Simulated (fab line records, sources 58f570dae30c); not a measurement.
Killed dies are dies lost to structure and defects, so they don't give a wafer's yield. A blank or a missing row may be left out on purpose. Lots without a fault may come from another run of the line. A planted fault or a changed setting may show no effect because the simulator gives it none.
fab line records | flow berkeley_cmos170
record lots=5 wafers=15 last_day=12
route steps=331 shown SILICIDE@211 CONTACT@216 M1@238
lots that met no fault: from a run of the same line without faults
start_h: hours from the record's first day to the start of the lot's first wafer shown | wait_h: hours since the lot's step before | " the same as in the row above | L1.1+2: a row that stands for several wafers | - no value, or no start given | * or withheld: withheld | < > ~ a bound
route shown NAME@n: a module of which the file shows steps, and the number in the route of the first | usual: mean/standard deviation of fault-free wafers | same: alike in all rows | chamber/n: place in a boat | sites: the reading at each site | _std_site: their standard deviation | _edge_site: outer sites' mean less inner sites' | radius_mm: how far each site lies from the wafer's centre | mask NAME#n: copy n | behind: the tool/chamber that last shaped the wafer | hold: why the lot was held/for how many hours/how that ended | device: the transistor (n, p or np) that didn't switch | end of line: the same wafers' tests at the end of the route | a step without rows: its recipe alone | killed: dies lost to structure and defects at the first sort, not the wafer's yield | map: a wafer's dies, x killed, . not, _ none there
set.NAME: the setting as run; set.NAME@STEP: as run at that earlier step | model.NAME: the simulator's own value behind a step, which no gauge read
lots at some steps of the route; a table a step, a row a wafer
services: from which hour (start_h, from the record's first day; less than 0 if before it) a tool's chamber was out of use, for how many hours, and why
## steps
# step UCB170_SILICIDE_SPUTTER_01
# recipe material=Ti target_thk_nm=30 time_s=25.77 power_w=1500 chamber_pressure_pa=0.5
# usual cathode_dc_power_W=1500.0/0.27 throttle_valve_pct=30.2/0.82
# columns lot.wafer tool chamber start_h wait_h cathode_dc_power_W throttle_valve_pct
L077.3 pvd_sputter-02 - 174.90 0.0 1499.8 29.2
L077.5 " - " " 1499.9 29.4
L077.6 " - " " 1500.3 30.9
L080.3 pvd_sputter-03 - 194.19 0.0 1500.3 30.3
L080.4 " - " " 1500.2 29.6
L080.5 " - " " 1500.2 29.8
L084.2 pvd_sputter-03 - 218.18 0.0 1499.7 30.4
L084.3 " - " " 1500.1 31.1
L084.6 " - " " 1500.0 31.4
L087.2 pvd_sputter-03 - 233.53 0.0 1499.9 30.4
L087.4 " - " " 1499.9 29.4
L087.5 " - " " 1500.1 29.0
L094.1 pvd_sputter-02 - 268.40 0.0 1500.3 31.3
L094.3 " - " " 1500.6 29.5
L094.4 " - " " 1500.1 30.9
# step UCB170_SILICIDE_RS_MEAS_02
# recipe thk_meas_gauge=four-point-probe reads=Ti_of_SILICIDE_SPUTTER_01
# usual SILICIDE_TI_RS=25.2/0.36
# columns lot.wafer tool chamber start_h wait_h SILICIDE_TI_RS[ohm/sq]
L077.3 film_metro-03 - 174.97 0.1 25.8
L077.5 " - " " 25.5
L077.6 " - " " 25.7
L080.3 film_metro-04 - 194.26 0.1 25.7
L080.4 " - " " 25.3
L080.5 " - " " 25.1
L084.2 film_metro-03 - 218.23 0.0 25.4
L084.3 " - " " 24.5
L084.6 " - " " 24.6
L087.2 film_metro-03 - 233.58 0.0 24.8
L087.4 " - " " 24.6
L087.5 " - " " 25.5
L094.1 film_metro-04 - 268.43 0.0 24.7
L094.3 " - " " 25.4
L094.4 " - " " 25.6
# step UCB170_SILICIDE_THK_MEAS_03
# recipe thk_meas_gauge=xrf reads=Ti_of_SILICIDE_SPUTTER_01
# usual SILICIDE_TI_THK=30.8/0.39
# columns lot.wafer tool chamber start_h wait_h SILICIDE_TI_THK[nm]
L077.3 film_metro-03 - 175.07 0.1 30.2
L077.5 " - " " 30.5
L077.6 " - " " 30.3
L080.3 film_metro-04 - 194.36 0.1 30.1
L080.4 " - " " 30.5
L080.5 " - " " 30.8
L084.2 film_metro-03 - 218.34 0.1 30.5
L084.3 " - " " 31.5
L084.6 " - " " 31.4
L087.2 film_metro-03 - 233.69 0.1 31.1
L087.4 " - " " 31.3
L087.5 " - " " 30.5
L094.1 film_metro-04 - 268.55 0.1 31.5
L094.3 " - " " 30.5
L094.4 " - " " 30.4
# step UCB170_SILICIDE_RTA_04
# recipe temp_c=650 time_s=15 ambient=N2
# usual lamp_power_pct=9.9/0.37 wafer_temp_C_max=651.9/0.51
# columns lot.wafer tool chamber start_h wait_h lamp_power_pct wafer_temp_C_max
L077.3 rtp_anneal-01 0 175.14 0.1 9.5 651.9
L077.5 " 0 " " 9.5 651.9
L077.6 " 0 " " 9.5 651.5
L080.3 rtp_anneal-01 0 194.43 0.1 9.5 651.1
L080.4 " 0 " " 9.5 651.0
L080.5 " 0 " " 9.5 651.2
L084.2 rtp_anneal-01 0 218.40 0.1 9.5 652.2
L084.3 " 0 " " 9.5 652.3
L084.6 " 0 " " 9.5 652.2
L087.2 rtp_anneal-01 0 233.75 0.1 9.5 651.6
L087.4 " 0 " " 9.5 651.6
L087.5 " 0 " " 9.5 651.4
L094.1 rtp_anneal-02 0 268.61 0.1 10.3 652.9
L094.3 " 0 " " 10.3 652.1
L094.4 " 0 " " 10.3 652.5
# step UCB170_SILICIDE_WET_ETCH_05
# recipe chemistry=SPM time_s=45 temp_c=120 target=Ti
# columns lot.wafer tool chamber start_h wait_h
L077.3+5+6 wet_bench-04 0 175.20 0.0
L080.3+4+5 wet_bench-01 0 194.48 0.0
L084.2+3+6 wet_bench-04 0 218.46 0.1
L087.2+4+5 wet_bench-04 1 233.82 0.1
L094.1+3+4 wet_bench-04 1 268.68 0.1
# step UCB170_CONTACT_CLEAN_00
# recipe chemistry=SPM temp_c=120 time_s=600
# columns lot.wafer tool chamber start_h wait_h
L077.3+5+6 wet_bench-04 0 175.24 0.0
L080.3+4+5 wet_bench-04 1 194.50 0.0
L084.2+3+6 wet_bench-01 2 218.49 0.0
L087.2+4+5 wet_bench-04 2 233.84 0.0
L094.1+3+4 wet_bench-04 1 268.70 0.0
# step UCB170_CONTACT_CVD_01
# recipe material=PSG target_thk_nm=700 temp_c=450 precursor=SiH4/O2/PH3 time_s=2820 pressure_mtorr=300 sih4_flow_sccm=60 o2_flow_sccm=90 ph3_flow_sccm=25
# usual o2_flow_sccm=89.96/0.28 pressure_mtorr=299.9/0.59 spike_tc_source_C=468/4 zone_power_load_pct=6.6/0.36 zone_power_source_pct=6.7/1
# columns lot.wafer tool chamber start_h wait_h o2_flow_sccm pressure_mtorr spike_tc_source_C zone_power_load_pct zone_power_source_pct
L077.3 lpcvd-01 1 175.97 0.5 89.92 299.2 473 6.5 7.1
L077.5 " 1 " " 89.85 298.7 473 6.4 7.0
L077.6 " 1 " " 89.75 299.1 470 6.5 7.1
L080.3 lpcvd-02 0 194.68 0.0 89.82 300.4 466 6.2 7.9
L080.4 " 0 " " 89.97 299.6 465 6.2 7.8
L080.5 " 0 " " 89.93 300.1 467 6.1 7.9
L084.2 lpcvd-01 0 218.66 0.0 89.63 301.1 471 7.1 5.8
L084.3 " 0 " " 90.22 300.6 473 7.2 5.9
L084.6 " 0 " " 89.40 300.5 472 7.2 5.8
L087.2 lpcvd-02 1 235.55 1.5 89.95 299.5 462 6.6 5.5
L087.4 " 1 " " 90.02 300.5 463 6.6 5.4
L087.5 " 1 " " 89.81 300.5 464 6.6 5.5
L094.1 lpcvd-02 0 268.93 0.1 90.06 300.1 466 6.1 7.9
L094.3 " 0 " " 90.10 300.8 467 6.2 8.0
L094.4 " 0 " " 90.12 300.5 466 6.2 8.0
# step UCB170_CONTACT_THK_MEAS_02
# recipe reads=PSG_of_CONTACT_CVD_01
# usual CONTACT_PSG_THK=701/6.7
# columns lot.wafer tool chamber start_h wait_h CONTACT_PSG_THK[nm]
L077.3 film_metro-02 - 177.77 0.0 697
L077.5 " - " " 695
L077.6 " - " " 702
L080.3 film_metro-04 - 196.48 0.0 709
L080.4 " - " " 716
L080.5 " - " " 705
L084.2 film_metro-03 - 220.46 0.0 699
L084.3 " - " " 694
L084.6 " - " " 695
L087.2 film_metro-02 - 237.35 0.0 688
L087.4 " - " " 693
L087.5 " - " " 698
L094.1 film_metro-02 - 270.72 0.0 701
L094.3 " - " " 691
L094.4 " - " " 693
# step UCB170_CONTACT_HMDS_03
# recipe prime_time_s=60 prime_temp_c=100
# columns lot.wafer tool chamber start_h wait_h
L077.3+5+6 litho_track-04 0 177.86 0.1
L080.3+4+5 litho_track-01 0 196.57 0.1
L084.2+3+6 litho_track-03 0 220.53 0.1
L087.2+4+5 litho_track-01 0 237.42 0.1
L094.1+3+4 litho_track-01 0 270.78 0.1
# step UCB170_CONTACT_COAT_04
# recipe resist=KrF spin_rpm=1500 resist_thk_nm=900
# columns lot.wafer tool chamber start_h wait_h
L077.3+5+6 litho_track-04 0 178.01 0.1
L080.3+4+5 litho_track-01 0 196.72 0.1
L084.2+3+6 litho_track-03 0 220.68 0.1
L087.2+4+5 litho_track-01 0 237.57 0.1
L094.1+3+4 litho_track-01 0 270.93 0.1
# step UCB170_CONTACT_SOFTBAKE_05
# recipe resist=KrF temp_c=130 time_s=60
# columns lot.wafer tool chamber start_h wait_h
L077.3+5+6 litho_track-04 0 178.16 0.1
L080.3+4+5 litho_track-01 0 196.87 0.1
L084.2+3+6 litho_track-03 0 220.83 0.1
L087.2+4+5 litho_track-01 0 237.72 0.1
L094.1+3+4 litho_track-01 0 271.08 0.1
# step UCB170_CONTACT_STRIP_06
# recipe chemistry=O2 power_w=400 pressure_mtorr=3500 platen_temp_c=withheld o2_flow_sccm=400 overash_fraction=0.5
# usual drypump_motor_current_A=5.71/0.28 o2_flow_sccm=399.8/1 oes_product_au=0.734/0.0045 strip_time_to_endpoint_s=22.01/0.061
# columns lot.wafer tool chamber start_h wait_h drypump_motor_current_A o2_flow_sccm oes_product_au rf_hours_counter_h strip_time_to_endpoint_s
L077.3 plasma_asher-03 0 178.29 0.1 5.62 401.5 0.733 - 22.06
L077.5 " 0 " " 5.62 399.1 0.739 - 22.04
L077.6 " 1 " " 5.53 400.7 0.728 - 22.02
L080.3 plasma_asher-04 1 197.00 0.1 6.07 401.0 0.734 - 22.04
L080.4 " 0 " " 5.66 400.3 0.739 - 22.11
L080.5 " 0 " " 5.62 398.6 0.726 - 22.05
L084.2 plasma_asher-03 1 220.96 0.1 5.59 399.5 0.734 11 22.00
L084.3 " 0 " " 5.62 400.5 0.734 - 21.98
L084.6 " 0 " " 5.59 398.5 0.738 - 21.99
L087.2 plasma_asher-04 1 237.85 0.1 6.06 399.4 0.729 50 22.00
L087.4 " 0 " " 5.65 399.2 0.737 - 22.04
L087.5 " 0 " " 5.63 400.2 0.728 - 22.02
L094.1 plasma_asher-01 0 271.23 0.1 6.01 400.9 0.737 55 22.05
L094.3 " 1 " " 5.35 398.6 0.737 - 21.97
L094.4 " 0 " " 6.03 400.7 0.734 - 22.00
# step UCB170_CONTACT_CLEAN_07
# recipe chemistry=SPM temp_c=120 time_s=600
# columns lot.wafer tool chamber start_h wait_h
L077.3+5+6 wet_bench-04 3 179.17 0.8
L080.3+4+5 wet_bench-04 0 197.07 0.0
L084.2+3+6 wet_bench-04 3 221.06 0.1
L087.2+4+5 wet_bench-04 1 237.95 0.1
L094.1+3+4 wet_bench-04 0 271.33 0.1
# step UCB170_CONTACT_RTA_08
# recipe temp_c=900 time_s=10 ambient=N2
# usual lamp_power_pct=23.1/0.88 wafer_temp_C_max=902.5/0.71
# columns lot.wafer tool chamber start_h wait_h lamp_power_pct wafer_temp_C_max
L077.3 rtp_anneal-02 0 179.36 0.0 24.0 903.0
L077.5 " 0 " " 24.0 902.2
L077.6 " 0 " " 24.0 902.8
L080.3 rtp_anneal-02 0 197.27 0.0 24.0 902.8
L080.4 " 0 " " 24.0 903.4
L080.5 " 0 " " 24.0 901.8
L084.2 rtp_anneal-01 0 221.26 0.0 22.3 902.3
L084.3 " 0 " " 22.3 902.4
L084.6 " 0 " " 22.2 902.8
L087.2 rtp_anneal-02 0 238.13 0.0 24.0 903.7
L087.4 " 0 " " 24.0 903.1
L087.5 " 0 " " 24.0 903.4
L094.1 rtp_anneal-01 0 271.50 0.0 22.2 903.4
L094.3 " 0 " " 22.2 903.0
L094.4 " 0 " " 22.2 902.4
# step UCB170_CONTACT_COAT_09
# recipe resist=BARC temp_c=withheld time_s=withheld spin_rpm=3000 resist_thk_nm=withheld
# columns lot.wafer tool chamber start_h wait_h
L077.3+5+6 litho_track-04 0 179.46 0.1
L080.3+4+5 litho_track-01 0 197.36 0.1
L084.2+3+6 litho_track-03 0 221.34 0.1
L087.2+4+5 litho_track-01 0 238.21 0.1
L094.1+3+4 litho_track-01 0 271.57 0.1
# step UCB170_CONTACT_COAT_10
# recipe resist=KrF spin_rpm=1500 resist_thk_nm=900
# columns lot.wafer tool chamber start_h wait_h
L077.3+5+6 litho_track-04 0 - -
L080.3+4+5 litho_track-01 0 - -
L084.2+3+6 litho_track-03 0 - -
L087.2+4+5 litho_track-01 0 - -
L094.1+3+4 litho_track-01 0 - -
# step UCB170_CONTACT_SOFTBAKE_11
# recipe resist=KrF temp_c=130 time_s=60
# columns lot.wafer tool chamber start_h wait_h
L077.3+5+6 litho_track-04 0 - -
L080.3+4+5 litho_track-01 0 - -
L084.2+3+6 litho_track-03 0 - -
L087.2+4+5 litho_track-01 0 - -
L094.1+3+4 litho_track-01 0 - -
# step UCB170_CONTACT_EXPOSE_12
# recipe mask_id=CONT target_cd_nm=700 na=0.5 sigma_outer=0.6 source_shape=conventional dose_mj=35
# columns lot.wafer tool chamber start_h wait_h mask
L077.3+5+6 krf_scanner-01 0 180.02 - CONT#0
L080.3+4+5 krf_scanner-02 0 197.80 - CONT#0
L084.2+3+6 krf_scanner-02 0 221.91 - CONT#0
L087.2+4+5 krf_scanner-02 0 238.78 - CONT#0
L094.1+3+4 krf_scanner-02 0 272.26 - CONT#0
# step UCB170_CONTACT_PEB_13
# recipe peb_temp_c=130 peb_time_s=withheld resist=KrF
# columns lot.wafer tool chamber start_h wait_h
L077.3+5+6 litho_track-03 0 180.15 0.1
L080.3+4+5 litho_track-01 0 197.93 0.1
L084.2+3+6 litho_track-04 0 222.03 0.1
L087.2+4+5 litho_track-01 0 238.90 0.1
L094.1+3+4 litho_track-01 0 272.38 0.1
# step UCB170_CONTACT_DEVELOP_14
# recipe developer=TMAH develop_time_s=45 resist=KrF dev_temp_c=21
# columns lot.wafer tool chamber start_h wait_h
L077.3+5+6 litho_track-03 0 - -
L080.3+4+5 litho_track-01 0 - -
L084.2+3+6 litho_track-04 0 - -
L087.2+4+5 litho_track-01 0 - -
L094.1+3+4 litho_track-01 0 - -
# step UCB170_CONTACT_CD_MEAS_15
# recipe target_cd_nm=700
# usual cd_nm=700.2/1.4
# columns lot.wafer tool chamber start_h wait_h cd_nm
L077.3 cd_sem-02 - 180.41 - 697.1
L077.5 " - " " 699.4
L077.6 " - " " 698.2
L080.3 cd_sem-01 - 198.19 - 703.7
L080.4 " - " " 702.6
L080.5 " - " " 703.0
L084.2 cd_sem-02 - 223.00 - 699.6
L084.3 " - " " 700.4
L084.6 " - " " 700.0
L087.2 cd_sem-01 - 239.17 - 700.9
L087.4 " - " " 701.7
L087.5 " - " " 701.6
L094.1 cd_sem-02 - 272.65 - 699.1
L094.3 " - " " 698.3
L094.4 " - " " 698.8
# step UCB170_CONTACT_OVL_MEAS_16
# usual CONTACT_OVL=-2/5.4
# columns lot.wafer tool chamber start_h wait_h CONTACT_OVL[nm]
L077.3 overlay-02 - 180.51 0.1 -3
L077.5 " - " " -3
L077.6 " - " " 1
L080.3 overlay-02 - 198.28 0.1 4
L080.4 " - " " -3
L080.5 " - " " -1
L084.2 overlay-01 - 223.10 0.1 3
L084.3 " - " " -5
L084.6 " - " " -1
L087.2 overlay-02 - 239.28 0.1 2
L087.4 " - " " -4
L087.5 " - " " -3
L094.1 overlay-01 - 272.77 0.1 -10
L094.3 " - " " -4
L094.4 " - " " -9
# step UCB170_CONTACT_ETCH_17
# recipe chemistry=N2/H2 target_depth_a=withheld overetch_a=withheld target=BARC time_s=withheld source_w=500 bias_w=100 pressure_mtorr=30 n2_flow_sccm=100 h2_flow_sccm=200
# usual drypump_motor_current_A=5.8/0.62 h2_flow_sccm=199.9/0.62 oes_product_au=0.991/0.017 throttle_valve_pct=13.26/0.18
# columns lot.wafer tool chamber start_h wait_h drypump_motor_current_A h2_flow_sccm oes_product_au throttle_valve_pct
L077.3 rie_diel-03 2 180.53 0.0 5.4 200.7 0.993 13.62
L077.5 " 1 " " 5.3 199.8 0.963 13.05
L077.6 " 0 " " 5.4 199.5 0.968 13.18
L080.3 rie_diel-02 1 198.31 0.0 6.5 199.1 0.982 13.10
L080.4 " 2 " " 4.7 200.1 0.989 13.42
L080.5 " 2 " " 4.7 200.2 0.985 13.41
L084.2 rie_diel-04 3 223.13 0.0 5.1 200.8 0.984 13.34
L084.3 " 2 " " 6.5 199.8 1.015 13.17
L084.6 " 3 " " 5.1 200.1 0.985 13.35
L087.2 rie_diel-03 2 239.31 0.0 5.4 200.0 0.982 13.64
L087.4 " 0 " " 5.4 199.9 0.955 13.17
L087.5 " 1 " " 5.3 201.5 0.955 13.07
L094.1 rie_diel-04 2 272.81 0.0 6.5 199.9 1.026 13.15
L094.3 " 0 " " 6.4 200.4 0.990 13.08
L094.4 " 1 " " 5.4 201.0 1.008 13.39
# step UCB170_CONTACT_ETCH_18
# recipe chemistry=CHF3/CF4/Ar target=PSG stop_on=TiSi2 CHF3_flow_sccm=45 cf4_flow_sccm=15 Ar_flow_sccm=150 pressure_mtorr=200 rf_w=700 target_depth_a=8400 over_etch_frac=0.2 time_s=195
# usual drypump_motor_current_A=5.8/0.61 oes_product_au=0.887/0.013 throttle_valve_pct=6.88/0.11
# columns lot.wafer tool chamber start_h wait_h drypump_motor_current_A oes_product_au rf_hours_counter_h throttle_valve_pct
L077.3 rie_diel-03 2 - - 5.4 0.882 63 7.10
L077.5 " 1 " " 5.3 0.892 - 6.79
L077.6 " 0 " " 5.3 0.867 - 6.89
L080.3 rie_diel-02 1 - - 6.4 0.889 5 6.83
L080.4 " 2 " " 4.7 0.888 146 7.02
L080.5 " 2 " " 4.7 0.885 - 7.03
L084.2 rie_diel-04 3 - - 5.1 0.886 89 6.85
L084.3 " 2 " " 6.5 0.890 38 6.80
L084.6 " 3 " " 5.1 0.895 - 6.84
L087.2 rie_diel-03 2 - - 5.4 0.875 67 7.11
L087.4 " 0 " " 5.4 0.863 94 6.89
L087.5 " 1 " " 5.3 0.892 - 6.78
L094.1 rie_diel-04 2 - - 6.5 0.895 41 6.80
L094.3 " 0 " " 6.3 0.868 38 6.79
L094.4 " 1 " " 5.4 0.879 103 7.01
# step UCB170_CONTACT_STRIP_19
# recipe chemistry=O2 power_w=400 pressure_mtorr=3500 platen_temp_c=withheld o2_flow_sccm=400 overash_fraction=0.5
# usual drypump_motor_current_A=5.76/0.27 o2_flow_sccm=400.0/1.2 oes_product_au=0.726/0.0049
# columns lot.wafer tool chamber start_h wait_h drypump_motor_current_A o2_flow_sccm oes_product_au rf_hours_counter_h
L077.3 plasma_asher-04 0 180.73 - 5.63 399.0 0.715 -
L077.5 " 0 " " 5.62 399.8 0.732 -
L077.6 " 1 " " 6.06 400.8 0.725 -
L080.3 plasma_asher-04 1 198.51 - 6.03 399.0 0.730 -
L080.4 " 0 " " 5.67 399.5 0.734 -
L080.5 " 0 " " 5.63 400.2 0.721 -
L084.2 plasma_asher-04 1 223.30 - 6.04 400.4 0.728 48
L084.3 " 0 " " 5.63 400.3 0.726 -
L084.6 " 1 " " 6.05 399.2 0.728 -
L087.2 plasma_asher-04 1 239.48 - 6.05 402.3 0.718 50
L087.4 " 0 " " 5.65 399.8 0.731 -
L087.5 " 1 " " 6.07 401.3 0.731 -
L094.1 plasma_asher-04 0 272.97 - 5.64 400.9 0.730 54
L094.3 " 0 " " 5.68 401.5 0.724 -
L094.4 " 1 " " 6.06 399.2 0.721 -
# step UCB170_CONTACT_CD_MEAS_90
# recipe target_cd_nm=700
# usual cd_nm=699.8/1.5
# columns lot.wafer tool chamber start_h wait_h cd_nm
L077.3 cd_sem-01 - 180.84 0.1 697.1
L077.5 " - " " 698.1
L077.6 " - " " 698.1
L080.3 cd_sem-01 - 198.61 0.1 701.6
L080.4 " - " " 702.4
L080.5 " - " " 702.9
L084.2 cd_sem-02 - 223.53 0.2 697.7
L084.3 " - " " 700.6
L084.6 " - " " 698.0
L087.2 cd_sem-01 - 239.60 0.1 700.3
L087.4 " - " " 701.0
L087.5 " - " " 700.8
L094.1 cd_sem-02 - 273.07 0.1 700.9
L094.3 " - " " 698.9
L094.4 " - " " 700.3
# step UCB170_CONTACT_CLEAN_20
# recipe chemistry=SPM temp_c=120 time_s=600
# columns lot.wafer tool chamber start_h wait_h
L077.3+5+6 wet_bench-02 2 180.92 0.1
L080.3+4+5 wet_bench-02 1 200.48 1.8
L084.2+3+6 wet_bench-02 0 223.99 0.4
L087.2+4+5 wet_bench-02 0 239.70 0.1
L094.1+3+4 wet_bench-04 1 273.19 0.1
# step UCB170_M1_SPUTTER_00
# recipe material=Al target_thk_nm=600 time_s=80 power_w=6000 chamber_pressure_pa=0.5
# usual cathode_dc_power_W=5999.9/1.1 throttle_valve_pct=30.2/0.91
# columns lot.wafer tool chamber start_h wait_h cathode_dc_power_W throttle_valve_pct
L077.3 pvd_sputter-02 - 181.09 0.0 6000.6 31.2
L077.5 " - " " 5999.0 31.2
L077.6 " - " " 5999.2 29.4
L080.3 pvd_sputter-02 - 200.68 0.0 6000.9 29.2
L080.4 " - " " 6000.4 31.5
L080.5 " - " " 6000.7 29.4
L084.2 pvd_sputter-02 - 224.16 0.0 5999.3 29.3
L084.3 " - " " 5998.6 30.8
L084.6 " - " " 5998.2 31.1
L087.2 pvd_sputter-02 - 239.87 0.0 5999.3 29.2
L087.4 " - " " 5999.5 29.5
L087.5 " - " " 5999.7 29.2
L094.1 pvd_sputter-01 - 273.37 0.0 5999.0 31.6
L094.3 " - " " 6001.9 30.2
L094.4 " - " " 5998.7 29.9
# step UCB170_M1_RS_MEAS_01
# recipe thk_meas_gauge=four-point-probe reads=Al_of_M1_SPUTTER_00
# usual M1_AL_RS=0.0485/0.00051
# columns lot.wafer tool chamber start_h wait_h M1_AL_RS[ohm/sq]
L077.3 film_metro-03 - 181.19 0.1 0.0486
L077.5 " - " " 0.0485
L077.6 " - " " 0.0485
L080.3 film_metro-01 - 200.78 0.1 0.0485
L080.4 " - " " 0.0475
L080.5 " - " " 0.0473
L084.2 film_metro-01 - 224.24 0.1 0.0478
L084.3 " - " " 0.0484
L084.6 " - " " 0.0484
L087.2 film_metro-01 - 239.95 0.1 0.0492
L087.4 " - " " 0.0485
L087.5 " - " " 0.0482
L094.1 film_metro-02 - 273.43 0.0 0.0488
L094.3 " - " " 0.0489
L094.4 " - " " 0.0493
# step UCB170_M1_THK_MEAS_02
# recipe thk_meas_gauge=xrf reads=Al_of_M1_SPUTTER_00
# usual M1_AL_THK=603/7.1
# columns lot.wafer tool chamber start_h wait_h M1_AL_THK[nm]
L077.3 film_metro-03 - 181.29 0.1 603
L077.5 " - " " 604
L077.6 " - " " 604
L080.3 film_metro-01 - 200.88 0.1 605
L080.4 " - " " 618
L080.5 " - " " 620
L084.2 film_metro-01 - 224.35 0.1 606
L084.3 " - " " 603
L084.6 " - " " 601
L087.2 film_metro-01 - 240.06 0.1 597
L087.4 " - " " 600
L087.5 " - " " 610
L094.1 film_metro-02 - 273.55 0.1 595
L094.3 " - " " 596
L094.4 " - " " 590
# step UCB170_M1_COAT_03
# recipe resist=BARC temp_c=withheld time_s=withheld spin_rpm=3000 resist_thk_nm=withheld
# columns lot.wafer tool chamber start_h wait_h
L077.3+5+6 litho_track-02 0 181.58 0.3
L080.3+4+5 litho_track-03 0 201.38 0.5
L084.2+3+6 litho_track-03 0 224.43 0.1
L087.2+4+5 litho_track-02 0 240.24 0.2
L094.1+3+4 litho_track-02 0 273.61 0.1
# step UCB170_M1_COAT_04
# recipe resist=KrF spin_rpm=1534 resist_thk_nm=900
# columns lot.wafer tool chamber start_h wait_h
L077.3+5+6 litho_track-02 0 - -
L080.3+4+5 litho_track-03 0 - -
L084.2+3+6 litho_track-03 0 - -
L087.2+4+5 litho_track-02 0 - -
L094.1+3+4 litho_track-02 0 - -
# step UCB170_M1_SOFTBAKE_05
# recipe resist=KrF temp_c=130 time_s=60
# columns lot.wafer tool chamber start_h wait_h
L077.3+5+6 litho_track-02 0 - -
L080.3+4+5 litho_track-03 0 - -
L084.2+3+6 litho_track-03 0 - -
L087.2+4+5 litho_track-02 0 - -
L094.1+3+4 litho_track-02 0 - -
# step UCB170_M1_EXPOSE_06
# recipe mask_id=METAL1 target_cd_nm=700 na=0.5 sigma_outer=0.6 source_shape=conventional dose_mj=21
# columns lot.wafer tool chamber start_h wait_h mask
L077.3+5+6 krf_scanner-01 0 182.02 - METAL1#0
L080.3+4+5 krf_scanner-02 0 201.82 - METAL1#0
L084.2+3+6 krf_scanner-01 0 225.05 - METAL1#0
L087.2+4+5 krf_scanner-01 0 240.68 - METAL1#0
L094.1+3+4 krf_scanner-01 0 274.19 - METAL1#0
# step UCB170_M1_PEB_07
# recipe peb_temp_c=130.8 peb_time_s=withheld resist=KrF
# columns lot.wafer tool chamber start_h wait_h
L077.3+5+6 litho_track-02 0 182.48 0.4
L080.3+4+5 litho_track-03 0 201.95 0.1
L084.2+3+6 litho_track-02 0 225.36 0.3
L087.2+4+5 litho_track-03 0 241.03 0.3
L094.1+3+4 litho_track-04 0 274.30 0.1
# step UCB170_M1_DEVELOP_08
# recipe developer=TMAH develop_time_s=45 resist=KrF dev_temp_c=21
# columns lot.wafer tool chamber start_h wait_h
L077.3+5+6 litho_track-02 0 - -
L080.3+4+5 litho_track-03 0 - -
L084.2+3+6 litho_track-02 0 - -
L087.2+4+5 litho_track-03 0 - -
L094.1+3+4 litho_track-04 0 - -
# step UCB170_M1_CD_MEAS_09
# recipe target_cd_nm=700
# usual cd_nm=699.7/1.3
# columns lot.wafer tool chamber start_h wait_h cd_nm
L077.3 cd_sem-01 - 182.75 - 700.8
L077.5 " - " " 698.4
L077.6 " - " " 698.2
L080.3 cd_sem-01 - 202.28 - 698.3
L080.4 " - " " 700.6
L080.5 " - " " 698.7
L084.2 cd_sem-02 - 225.77 - 701.0
L084.3 " - " " 700.7
L084.6 " - " " 699.2
L087.2 cd_sem-02 - 241.30 - 698.8
L087.4 " - " " 697.1
L087.5 " - " " 699.0
L094.1 cd_sem-01 - 274.59 - 699.7
L094.3 " - " " 699.0
L094.4 " - " " 699.1
# step UCB170_M1_OVL_MEAS_10
# usual M1_OVL=1/5.2
# columns lot.wafer tool chamber start_h wait_h M1_OVL[nm]
L077.3 overlay-02 - 182.84 0.1 0
L077.5 " - " " -1
L077.6 " - " " 2
L080.3 overlay-01 - 202.37 0.1 -8
L080.4 " - " " -1
L080.5 " - " " -6
L084.2 overlay-02 - 225.88 0.1 -1
L084.3 " - " " 5
L084.6 " - " " -5
L087.2 overlay-01 - 241.40 0.1 2
L087.4 " - " " -8
L087.5 " - " " -3
L094.1 overlay-02 - 274.71 0.1 1
L094.3 " - " " 0
L094.4 " - " " 0
# step UCB170_M1_ETCH_11
# recipe chemistry=N2/H2 target_depth_a=withheld overetch_a=withheld target=BARC time_s=withheld source_w=500 bias_w=100 pressure_mtorr=30 n2_flow_sccm=100 h2_flow_sccm=200
# usual drypump_motor_current_A=5.6/0.66 h2_flow_sccm=199.9/0.63 oes_product_au=0.994/0.019 throttle_valve_pct=13.26/0.2
# columns lot.wafer tool chamber start_h wait_h drypump_motor_current_A h2_flow_sccm oes_product_au throttle_valve_pct
L077.3 rie_diel-03 2 182.86 0.0 5.4 199.4 0.984 13.62
L077.5 " 0 " " 5.4 199.8 0.965 13.18
L077.6 " 1 " " 5.3 200.0 0.974 13.05
L080.3 rie_diel-03 0 202.39 0.0 5.3 199.5 0.963 13.17
L080.4 " 0 " " 5.4 199.9 0.963 13.17
L080.5 " 3 " " 6.8 199.8 1.019 13.49
L084.2 rie_diel-01 3 225.91 0.0 4.8 201.0 1.000 13.40
L084.3 " 2 " " 5.5 199.6 0.992 13.08
L084.6 " 3 " " 4.8 200.0 0.993 13.40
L087.2 rie_diel-04 2 241.43 0.0 6.5 199.2 1.022 13.16
L087.4 " 3 " " 5.1 199.7 0.982 13.36
L087.5 " 0 " " 6.3 199.9 0.990 13.10
L094.1 rie_diel-03 1 274.75 0.0 5.3 200.3 0.966 13.05
L094.3 " 3 " " 6.8 199.7 1.025 13.48
L094.4 " 0 " " 5.4 200.0 0.963 13.19
## services
# columns tool chamber start_h hours kind
rie_diel-03 0 151.88 13.6 repair
krf_scanner-01 0 155.13 - calibration
wet_bench-01 - 158.97 4.4 pm
rie_diel-02 - 172.64 2.8 pm
rie_diel-04 1 174.25 3.1 repair
rie_diel-03 3 176.36 1.4 repair
krf_scanner-02 0 185.73 - calibration
rie_diel-03 1 187.81 - clean
rie_diel-03 1 187.81 21.9 scheduled_down
rie_diel-03 1 187.81 21.9 vent_cycle
krf_scanner-02 - 191.44 1.3 pm
krf_scanner-02 - 193.55 0.5 repair
rie_diel-04 - 195.02 15.6 pm
rie_diel-03 3 204.51 9.3 repair
rie_diel-02 2 204.85 - clean
rie_diel-02 1 207.48 3.6 repair
lpcvd-01 - 222.36 14.6 pm
rie_diel-04 0 222.63 2.7 repair
krf_scanner-01 - 226.99 0.8 pm
krf_scanner-01 - 228.66 1.3 pm
rie_diel-04 1 243.02 8.8 repair
rie_diel-04 0 247.68 3.8 repair
rie_diel-01 1 256.85 9.6 repair
plasma_asher-03 - 265.03 10.4 repair
## key
fault none
